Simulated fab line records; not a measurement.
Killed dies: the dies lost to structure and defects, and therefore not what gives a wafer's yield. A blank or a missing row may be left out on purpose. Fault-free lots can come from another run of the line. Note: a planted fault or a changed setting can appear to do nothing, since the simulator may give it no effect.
fab line records | flow rit-cmos
record: lots: 5 wafers: 13 last-day: 7
route steps=202 shown PSD@150 SDANNEAL@153 NSD@158 PLDD@159 NLDD@160 SILICIDE@161
lots that met no fault: from a run of the same line without faults
start-h: hours from the record's opening day to when the first of the lot's shown wafers began | wait-h: hours since the lot's step before | " as in the row above | L1.1+2: several wafers, shown together as one row | - no value present, or no start provided | * or withheld: withheld | < > ~ a bound
route shown NAME@n: NAME is a module with steps in the file, n the number in the route of the first one | usual: average and standard deviation across the fault-free wafers | same: alike in all rows | chamber/n: place in a boat | sites: each site's reading | _std_site: standard deviation of those values | _edge_site: mean of outer sites minus mean of inner sites | radius-mm: for every site, how far away it sits from the centre of the wafer | mask NAME#n: copy n | behind: the tool/chamber that last shaped the wafer | hold: reason for holding the lot/hours on hold/outcome of the hold | device: whichever transistor did not switch (one of n, p or np) | end of line: the tests these same wafers got at the end of their route | step lacking rows: just its recipe | killed: dies that structure and defects cost at the first sort, which is not the same as the wafer's yield | map: dies across one wafer; x = killed, . = not, _ = none there
set.NAME: setting as actually run; set.NAME@STEP: the setting as run at that earlier step | model.NAME: the simulator's own value behind a step, which no gauge read
a table for each step, a row for each wafer; lots at some steps of the route
services: from which hour (start-h, from the record's first day; less than 0 if before it) a tool's chamber was out of use, for how many hours, and why
== steps ==
step: RIT_PSD_IMPLANT_08
recipe: species: BF2 energy-kev: 27 dose-cm2: 5e+15 tilt-deg: 7
step: RIT_PSD_STRIP_09
recipe: chemistry: O2 time-s: 180 resist: NOVOLAK platen-temp-c: withheld power-w: 500 pressure-mtorr: 4000 o2-flow-sccm: 4000
usual: chamber-pressure-mTorr: 4000/3.5 drypump-motor-current-A: 5.4/0.5
columns lot.wafer tool chamber start-h wait-h chamber-pressure-mTorr drypump-motor-current-A rf-hours-counter-h
L124.1 plasma-asher-03 0 73.60 0.1 3997 5.7 43
L124.2 " 1 " " 4000 5.5 43
L124.5 " 0 " " 3998 5.7 -
L128.1 plasma-asher-03 0 95.61 0.1 4002 5.7 45
L133.2 plasma-asher-01 0 120.31 0.1 4000 4.7 48
L133.4 " 1 " " 4000 6.0 -
L133.6 " 0 " " 3998 4.7 -
L137.1 plasma-asher-02 1 138.02 0.1 3994 6.0 3
L137.4 " 0 " " 3997 5.0 -
L137.5 " 1 " " 3999 6.0 -
L141.2 plasma-asher-03 1 155.97 0.1 3997 5.5 47
L141.3 " 1 " " 4004 5.5 -
L141.4 " 0 " " 3999 5.7 -
step: RIT_PSD_TW_MEAS_10
usual: PSD_TW: 3362/32
columns lot.wafer tool chamber start-h wait-h PSD_TW
L124.1 film-metro-02 - 73.78 0.1 3343
L124.2 " - " " 3335
L124.5 " - " " 3356
L128.1 film-metro-03 - 95.79 0.1 3314
L133.2 film-metro-03 - 120.49 0.1 3345
L133.4 " - " " 3353
L133.6 " - " " 3341
L137.1 film-metro-02 - 138.20 0.1 3370
L137.4 " - " " 3389
L137.5 " - " " 3388
L141.2 film-metro-02 - 156.16 0.1 3336
L141.3 " - " " 3337
L141.4 " - " " 3344
step: RIT_SDANNEAL_CLEAN_00
recipe: chemistry: SC1 mix: 3:3:50 time-s: 600 temp-c: 75
step: RIT_SDANNEAL_CLEAN_01
recipe: chemistry: dHF dilution: 50:1 time-s: 30
step: RIT_SDANNEAL_CLEAN_02
recipe: chemistry: SC2 mix: 3:3:50 time-s: 600 temp-c: 75 dry: n2-spin
step: RIT_SDANNEAL_RTA_03
recipe: temp-c: 1050 time-s: 5 idle-temp-c: 600 ramp-up-c-per-s: 342 ramp-down-c-per-s: 171 cool-to-c: 600 ambient: N2
usual: wafer_temp_C_max: 1053.5/1.2
columns lot.wafer tool chamber start-h wait-h wafer_temp_C_max
L124.1 rtp-anneal-02 0 74.22 0.0 1052.3
L124.2 " 0 " " 1057.0
L124.5 " 0 " " 1054.8
L128.1 rtp-anneal-02 0 96.22 0.0 1052.8
L133.2 rtp-anneal-01 0 121.27 0.0 1054.1
L133.4 " 0 " " 1053.0
L133.6 " 0 " " 1054.6
L137.1 rtp-anneal-01 0 138.63 0.0 1054.1
L137.4 " 0 " " 1057.0
L137.5 " 0 " " 1053.1
L141.2 rtp-anneal-01 0 156.76 0.0 1054.0
L141.3 " 0 " " 1053.2
L141.4 " 0 " " 1053.5
step: RIT_SDANNEAL_RS_MEAS_04
recipe: thk-meas-gauge: four-point-probe
usual: PSD_RS: 116.0/0.32
columns lot.wafer tool chamber start-h wait-h PSD_RS[ohm/sq]
L124.1 film-metro-02 - 74.28 0.0 116.1
L124.2 " - " " 116.1
L124.5 " - " " 116.2
L128.1 film-metro-03 - 96.28 0.0 115.9
L133.2 film-metro-03 - 121.34 0.1 116.2
L133.4 " - " " 116.3
L133.6 " - " " 116.6
L137.1 film-metro-04 - 138.68 0.0 116.0
L137.4 " - " " 116.0
L137.5 " - " " 115.8
L141.2 film-metro-04 - 156.83 0.1 115.8
L141.3 " - " " 116.1
L141.4 " - " " 115.4
step: RIT_SDANNEAL_RS_MEAS_05
recipe: thk-meas-gauge: four-point-probe
usual: NSD_RS: 84.6/0.32
columns lot.wafer tool chamber start-h wait-h NSD_RS[ohm/sq]
L124.1 film-metro-02 - 74.40 0.1 84.9
L124.2 " - " " 84.5
L124.5 " - " " 84.8
L128.1 film-metro-03 - 96.40 0.1 84.8
L133.2 film-metro-03 - 121.46 0.1 84.0
L133.4 " - " " 84.4
L133.6 " - " " 84.1
L137.1 film-metro-04 - 138.80 0.1 83.7
L137.4 " - " " 84.0
L137.5 " - " " 84.1
L141.2 film-metro-04 - 156.95 0.1 85.1
L141.3 " - " " 84.8
L141.4 " - " " 84.7
step: RIT_SDANNEAL_RS_MEAS_06
recipe: thk-meas-gauge: four-point-probe
usual: PLDD_RS: 178.8/0.47
columns lot.wafer tool chamber start-h wait-h PLDD_RS[ohm/sq]
L124.1 film-metro-02 - 74.52 0.1 179.0
L124.2 " - " " 179.3
L124.5 " - " " 179.0
L128.1 film-metro-03 - 96.52 0.1 179.1
L133.2 film-metro-03 - 121.58 0.1 179.5
L133.4 " - " " 179.1
L133.6 " - " " 179.2
L137.1 film-metro-04 - 138.92 0.1 178.9
L137.4 " - " " 178.9
L137.5 " - " " 178.2
L141.2 film-metro-04 - 157.07 0.1 177.4
L141.3 " - " " 178.2
L141.4 " - " " 178.2
step: RIT_SDANNEAL_RS_MEAS_07
recipe: thk-meas-gauge: four-point-probe
usual: NLDD_RS: 151.7/0.53
columns lot.wafer tool chamber start-h wait-h NLDD_RS[ohm/sq]
L124.1 film-metro-02 - 74.64 0.1 151.6
L124.2 " - " " 151.6
L124.5 " - " " 150.7
L128.1 film-metro-03 - 96.64 0.1 151.6
L133.2 film-metro-03 - 121.70 0.1 151.3
L133.4 " - " " 151.4
L133.6 " - " " 151.3
L137.1 film-metro-04 - 139.04 0.1 150.9
L137.4 " - " " 151.5
L137.5 " - " " 151.6
L141.2 film-metro-04 - 157.19 0.1 151.5
L141.3 " - " " 151.2
L141.4 " - " " 151.4
step: RIT_SILICIDE_WET_ETCH_00
recipe: chemistry: BOE target: SiO2 target-depth-nm: 14 time-s: 15 dry: n2-spin dilution: 10:1 temp-c: 21.5
step: RIT_SILICIDE_SPUTTER_01
recipe: material: Ti target-thk-nm: 30 power-w: 350 chamber-pressure-pa: 0.667 gas: Ar time-s: 240 substrate-temp-c: 25
usual: throttle-valve-pct: 29.8/1
columns lot.wafer tool chamber start-h wait-h throttle-valve-pct model.Ti_of_SILICIDE_SPUTTER_01.thk-nm
L124.1 pvd-sputter-03 - 74.77 0.0 31.4 30.3
L124.2 " - " " 29.4 29.76
L124.5 " - " " 31.3 30.3
L128.1 pvd-sputter-03 - 96.77 0.0 30.2 45.82
L133.2 pvd-sputter-04 - 121.81 0.0 28.4 30.44
L133.4 " - " " 29.6 30.03
L133.6 " - " " 29.5 30.39
L137.1 pvd-sputter-04 - 139.19 0.0 29.2 29.66
L137.4 " - " " 28.3 30.51
L137.5 " - " " 29.2 29.57
L141.2 pvd-sputter-03 - 157.30 0.0 28.8 29.45
L141.3 " - " " 31.5 29.82
L141.4 " - " " 30.1 30.05
step: RIT_SILICIDE_RS_MEAS_02
recipe: thk-meas-gauge: four-point-probe reads: Ti_of_SILICIDE_SPUTTER_01
usual: SILICIDE_TI_RS: 47.8/0.72
columns lot.wafer tool chamber start-h wait-h hold SILICIDE_TI_RS[ohm/sq]
L124.1 film-metro-01 - 74.92 0.1 - 47.3
L124.2 " - " " - 48.4
L124.5 " - " " - 47.3
L128.1 film-metro-01 - 96.92 0.1 await-dispo/0.2h/release 28.4
L128.1 film-metro-01 - 97.21 0.3 - 28.5
L133.2 film-metro-01 - 121.98 0.1 - 47.1
L133.4 " - " " - 47.9
L133.6 " - " " - 47.1
L137.1 film-metro-01 - 139.34 0.1 - 48.5
L137.4 " - " " - 46.9
L137.5 " - " " - 48.8
L141.2 film-metro-02 - 157.47 0.1 - 49.1
L141.3 " - " " - 48.3
L141.4 " - " " - 47.8
step: RIT_SILICIDE_THK_MEAS_03
recipe: thk-meas-gauge: xrf reads: Ti_of_SILICIDE_SPUTTER_01
usual: SILICIDE_TI_THK: 30.1/0.39
columns lot.wafer tool chamber start-h wait-h hold SILICIDE_TI_THK[nm]
L124.1 film-metro-01 - 75.04 0.1 - 30.2
L124.2 " - " " - 29.6
L124.5 " - " " - 30.1
L128.1 film-metro-01 - 98.88 1.7 await-dispo/0.2h/release 45.6
L128.1 film-metro-01 - 99.11 0.2 - 45.7
L133.2 film-metro-01 - 122.09 0.1 - 30.4
L133.4 " - " " - 30.1
L133.6 " - " " - 30.6
L137.1 film-metro-01 - 139.46 0.1 - 29.7
L137.4 " - " " - 30.6
L137.5 " - " " - 29.6
L141.2 film-metro-02 - 157.58 0.1 - 29.3
L141.3 " - " " - 29.6
L141.4 " - " " - 30.0
step: RIT_SILICIDE_RTA_04
recipe: temp-c: 650 time-s: 10 idle-temp-c: 25 ramp-up-s: 5 ramp-down-s: 5 cool-to-c: 25 ambient: N2
usual: wafer_temp_C_max: 653.3/0.87
columns lot.wafer tool chamber start-h wait-h hold wafer_temp_C_max
L124.1 rtp-anneal-01 0 75.10 0.1 - 652.7
L124.2 " 0 " " - 652.7
L124.5 " 0 " " - 653.4
L128.1 rtp-anneal-01 0 103.65 4.5 await-dispo/4.5h/release 652.9
L133.2 rtp-anneal-02 0 122.15 0.1 - 654.4
L133.4 " 0 " " - 654.8
L133.6 " 0 " " - 654.6
L137.1 rtp-anneal-02 0 139.52 0.1 - 653.1
L137.4 " 0 " " - 653.6
L137.5 " 0 " " - 654.7
L141.2 rtp-anneal-02 0 157.64 0.1 - 654.6
L141.3 " 0 " " - 654.4
L141.4 " 0 " " - 652.9
== services ==
columns tool chamber start-h hours kind
rtp-anneal-02 - 88.40 3.3 pm
plasma-asher-03 - 107.97 28.1 pm
plasma-asher-02 - 108.75 9.0 pm
plasma-asher-02 0 108.75 9.0 vent-cycle
plasma-asher-02 1 108.75 9.0 vent-cycle
plasma-asher-02 0 117.75 - clean
plasma-asher-02 1 117.75 - clean
plasma-asher-03 - 136.07 14.6 pm
pvd-sputter-03 - 154.45 1.4 repair
== key ==
first-sign: step: RIT_SILICIDE_RS_MEAS_02 reading: visit direction: added
effect: step: RIT_SILICIDE_RS_MEAS_02 reading: SILICIDE_TI_RS direction: down sigmas: 27 usual: 47.8 struck: 28.4
effect: step: RIT_SILICIDE_THK_MEAS_03 reading: visit direction: added
effect: step: RIT_SILICIDE_THK_MEAS_03 reading: SILICIDE_TI_THK direction: up sigmas: 40 usual: 30.1 struck: 45.6
model-effect: step: RIT_SILICIDE_SPUTTER_01 value: Ti_of_SILICIDE_SPUTTER_01.thk-nm without: 30.25 struck: 45.82
met-at RIT_SILICIDE_SPUTTER_01
struck-wafers L128.1
rows-end L128.1
also-fits RIT_SDANNEAL_RTA_03:rtp-anneal-02
fault: kind: process-parameter-drift tool: pvd-sputter-03 chamber: - onset-h: 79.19 steps: RIT_SILICIDE_SPUTTER_01 channel: target-thk-nm offset: 15.579 shape: step end-h: 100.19 stated: 30 scope: struck-wafers-only
rows-end: these wafers met a further fault down the route, and their rows from its step on are left out
